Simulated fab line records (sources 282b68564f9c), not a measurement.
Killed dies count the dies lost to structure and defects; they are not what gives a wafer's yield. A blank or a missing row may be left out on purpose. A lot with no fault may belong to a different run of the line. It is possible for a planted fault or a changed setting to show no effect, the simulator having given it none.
8D (eight disciplines) problem report, filled in by code || flow rit_cmos || the parts of the form that need people (team, actions taken, sign-off) are left out

## 1. THE ISSUE
Wafers free of any fault read -0.4 nm (standard deviation 1.5) for NLDD_OVL at RIT_NLDD_OVL_MEAS_06, against a mean of -181.9 nm on 6 wafers of 2 lots. So: -99 or more standard deviations from the usual mean.
Seen first at day 5 00:15 on overlay-02, wafer L977.2. The record holds 42 wafers of 14 lots with a number at this step. Rule for "out", or "out of limits": more than 4 standard deviations from the usual mean. All remaining wafers that have a number are taken as sound.

## 2. WHAT IT IS, WHAT IT ISN'T
{"question": "which readings at this step", "is": "NLDD_OVL", "is not": "-"}
{"question": "which lots", "is": "L977, L978", "is not": "L966, L967, L968, L971, L972, L975, L980, L983, L986, L987, L988, L989"}
{"question": "which wafers of those lots", "is": "all that have a number", "is not": "-"}
{"question": "read on which gauges", "is": "overlay-01, overlay-02", "is not": "-"}
{"question": "when", "is": "from day 5 00:15", "is not": "up to then (18 sound wafers); but 18 sound wafers of L980, L983, L986, L987, L988, L989 came after"}

## 3. THE SUSPECTS, EACH WITH WHAT RULES IT OUT
Counting: a tool stays on the suspect list if, at a process step up to the reading, it processed all lots that are out and no sound lot following the first of them.
- ruled out: the gauge at RIT_NLDD_OVL_MEAS_06. Those wafers that are out were read across 2 gauges (overlay-01, overlay-02).
- iline_stepper-02 at RIT_NLDD_EXPOSE_03 (exposes mask M7, target cd 40700 nm): kept. All lots that are out passed through it, beginning with L977 at day 4 23:52, and no sound lot followed; its final sound lot before that point was L975 at day 4 15:02.
Left after counting: iline_stepper-02 at RIT_NLDD_EXPOSE_03.

## 4. THE CAUSE (what the simulator had put in)
Scanner matching overlay: iline_stepper-02, from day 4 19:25 on, at RIT_NLDD_EXPOSE_03. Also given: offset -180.
Counting left only this tool.

## 5. THE EFFECT CHAIN, in route order
Each row: a reading where the mean over the struck wafers with a number is more than 3 standard deviations away from the usual. Only readings for which the record gives a usual standard deviation are gone through. hours: the time from each lot's start at the first step in this table that gives one to its start at this step, as a median over the lots. sigmas: the change in usual standard deviations.
{"hours": 0, "step": "RIT_NLDD_OVL_MEAS_06", "reading": "NLDD_OVL", "usual": "-0.4 nm", "on struck wafers": -181.9, "change": -181.5, "sigmas": "-99 or more"}

## 6. HOW IT WOULD HAVE BEEN CAUGHT EARLIER
The first out-of-limits reading at a measuring or inspecting step in this record came at day 5 00:15, 5 hours after the fault's start at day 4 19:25.
L978, from the lots that are out (2), started RIT_NLDD_EXPOSE_03 on iline_stepper-02 later than day 5 00:15. It would have been spared by a hold on the tool at that moment.
